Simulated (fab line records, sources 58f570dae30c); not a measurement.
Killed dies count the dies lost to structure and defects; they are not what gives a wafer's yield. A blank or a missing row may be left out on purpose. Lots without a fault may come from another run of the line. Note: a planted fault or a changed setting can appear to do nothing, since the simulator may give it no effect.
The tool behind it: which one? -- flow berkeley cmos170 -- route of 331 steps, sampled at 1 step: 15 lots, 45 wafers

WHAT THE GAUGES SHOWED, per wafer
UCB170_ACTIVE_CD_MEAS_13 targets a cd of 1200 nm.
lot,measured,on,cd nm (nm)
L866,day 4 10:17,cd sem-02,1199.1 1199.1 1199.6
L867,day 4 16:04,cd sem-02,1199.6 1199.3 1198.3
L868,day 4 16:17,cd sem-02,1198.4 1200.1 1198.2
L869,day 4 16:26,cd sem-02,1199.2 1200.0 1199.6
L871,day 5 12:53,cd sem-02,1201.1 1200.2 1200.3
L872,day 5 13:09,cd sem-02,1199.8 1198.4 1198.5
L873,day 5 23:16,cd sem-01,1198.4 1199.4 1198.5
L876,day 6 03:22,cd sem-01,1200.1 1200.3 1200.9
L875,day 6 03:34,cd sem-02,1200.3 1199.0 1199.6
L880,day 7 05:22,cd sem-02,1199.6 1198.4 1197.5
L881,day 7 05:28,cd sem-02,1200.5 1199.8 1200.0
L882,day 7 14:26,cd sem-01,1201.8 1201.6 1202.6
L886,day 8 09:23,cd sem-02,1203.0 1201.8 1202.5
L885,day 8 09:43,cd sem-01,1198.3 1198.5 1197.1
L888,day 8 16:11,cd sem-02,1201.4 1202.3 1200.9

WHAT TOOL EACH LOT RAN ON (gives the tool, then ch and the chambers of the sampled wafers, and finally the start)
The record holds no process step before these readings.

AS READ BY THE TOOLS THEMSELVES (means over the sampled wafers that have a number; for cases with no such wafer, the mark the record gives instead)
The record holds no such reading with a usual standard deviation.

THE ANSWER, worked out from the rows above alone
Rule: usual is defined by the lots themselves. Put in order of their means at a reading, lots are off if they are a third of the lots or fewer, leave a main group of 4 or more, and stand apart from it by a gap of 3 or more times the standard deviation of the main group's means; of several such gaps the widest counts. A main group is skipped when, at the precision printed for the reading in the tables above, its means are all equal. Also off: a lot with no number at a reading for which 4 or more lots have one. Where the step has rows for the other lots, those lots are counted as sound. After the gauges, taken in route order, come the tools' own readings; for these a lot's mean is taken, as printed above. At the first step where some lot is off, the reading lying furthest off is the one used; lots without a number count as furthest.
No lot is off at any reading shown: from this, nothing can be told.

WHAT THE SIMULATOR HAD INSERTED
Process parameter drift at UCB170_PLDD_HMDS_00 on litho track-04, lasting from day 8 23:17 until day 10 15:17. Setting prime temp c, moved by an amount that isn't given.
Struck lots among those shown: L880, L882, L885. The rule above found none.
